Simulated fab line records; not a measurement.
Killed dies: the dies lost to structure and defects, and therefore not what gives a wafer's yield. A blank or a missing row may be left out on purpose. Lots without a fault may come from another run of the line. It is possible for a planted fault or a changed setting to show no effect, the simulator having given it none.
Problem report in the 8D (eight disciplines) form, filled by code -- flow berkeleyCmos170 -- the parts of the form that need people (team, actions taken, sign-off) are left out

== 1. THE PROBLEM ==
Wafers free of any fault read 0.0487 ohm/sq (standard deviation 0.00062) for M1_AL_RS at UCB170_M1_RS_MEAS_01, against a mean of 0.0548 ohm/sq on 2 wafers of 2 lots. Relative to the usual mean, that is a shift of +9.8 standard deviations.
The step: measures by four-point-probe.
The first sign was on wafer L274.2 at day 8 03:32, on filmMetro-03. The record has a number at this step for 18 wafers belonging to 6 lots. The rule behind "out" and "out of limits": a value lying over 4 standard deviations away from the usual mean. The other wafers with a number count as sound.

== 2. WHAT THIS IS AND IS NOT ==
question,is,is not
which readings at this step,M1_AL_RS,-
which lots,"L273, L274","L266, L278, L282, L289"
which wafers of those lots,"L273.2, L274.2","L273.1, L273.4, L274.3, L274.6"
read on which gauges,"filmMetro-01, filmMetro-03",filmMetro-02
when,from day 8 03:32,"up to then (5 sound wafers); but 11 sound wafers of L273, L278, L282, L289 came after"

== 3. SUSPECTS, AND WHAT RULES EACH OUT ==
Counting: any tool at a process step up to the reading remains a suspect provided it ran every lot that is out. Sound lots after the first of them don't rule it out here, since some wafers of a struck lot are sound.
- the gauge at UCB170_M1_RS_MEAS_01: ruled out. The wafers that are out were read on 2 gauges (filmMetro-01, filmMetro-03).
- rieDiel-04 at UCB170_CONTACT_ETCH_17 (etches BARC in N2/H2): kept. It ran every lot that is out, first L274 (day 8 02:53).
- rieDiel-04 at UCB170_CONTACT_ETCH_18 (etches PSG in CHF3/CF4/Ar, stops on TiSi2, target depth 840 nm, time 195 s): kept. It ran every lot that is out, first L274 (day 8 03:11). With no start given for some of its lots, UCB170_CONTACT_ETCH_18 uses the hours and lot order of UCB170_CONTACT_CD_MEAS_90.
- pvdSputter-04 at UCB170_M1_SPUTTER_00 (material Al, target thk 600 nm, time 80 s): kept. It ran every lot that is out, first L274 (day 8 03:27). On those wafers its own readings are out: cathodeDcPowerW.
- At UCB170_CONTACT_ETCH_17, inside rieDiel-04: chamber 1 took the wafers that are out, while their sound lot-mates went through chambers 0, 3.
- At UCB170_CONTACT_ETCH_18, inside rieDiel-04: chamber 1 took the wafers that are out, while their sound lot-mates went through chambers 0, 3.
rieDiel-04 at UCB170_CONTACT_ETCH_17, rieDiel-04 at UCB170_CONTACT_ETCH_18 and pvdSputter-04 at UCB170_M1_SPUTTER_00 are what is left after counting.

== 4. THE CAUSE (what the simulator had put in) ==
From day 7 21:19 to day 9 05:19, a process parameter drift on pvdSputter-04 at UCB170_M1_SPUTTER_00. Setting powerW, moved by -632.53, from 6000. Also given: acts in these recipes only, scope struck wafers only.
3 suspects survive the count, and this tool is in that group.

== 5. THE CHAIN OF EFFECTS, in route order ==
Each row: a reading whose mean over the struck wafers that have a number lies more than 3 standard deviations from the usual. Scope: only readings with a usual standard deviation given in the record; hours: median across lots of the time from each lot's start at the first step in this table that gives one to its start at this step; sigmas: change in usual standard deviations.
hours,step,reading,usual,on struck wafers,change,sigmas
0,UCB170_M1_SPUTTER_00,cathodeDcPowerW,5999.9 W,5367.9,-632.0,-99 or more
0,UCB170_M1_RS_MEAS_01,M1_AL_RS,0.0487 ohm/sq,0.0548,+0.0061,+9.8
0,UCB170_M1_THK_MEAS_02,M1_AL_THK,594 nm,527,-67,-8.3
2,UCB170_M1_METAL_ETCH_12,oesProductAu,0.859 a.u.,0.804,-0.055,-5.0
It contains these process steps:
- UCB170_M1_SPUTTER_00: material Al, target thk 600 nm, time 80 s.
- UCB170_M1_METAL_ETCH_12: etches Al in Cl2/BCl3, stops on PSG, target depth 780 nm, time 130 s.
Later measuring or inspecting steps at which every struck wafer that the step has a row for has a number for every such reading, and none has moved that far: UCB170_M1_CD_MEAS_09, UCB170_M1_OVL_MEAS_10, UCB170_M1_CD_MEAS_90, UCB170_V1_THK_MEAS_01, UCB170_V1_BOW_MEAS_03, UCB170_V1_THK_MEAS_04, UCB170_V1_CD_MEAS_12, UCB170_V1_OVL_MEAS_13.

== 6. HOW IT WOULD HAVE BEEN CAUGHT EARLIER ==
The first out-of-limits reading at a measuring or inspecting step in this record came at day 8 03:32, 6 hours after the fault's start at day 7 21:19.
At UCB170_M1_SPUTTER_00, the tool's own readings (cathodeDcPowerW) were out on each struck wafer the step has a row for, so an alarm limit on them would have fired on the first such wafer.
Of the lots that are out (2), L273 began UCB170_M1_SPUTTER_00 on pvdSputter-04 after day 8 03:32. A tool hold placed at that time would have kept it from harm.
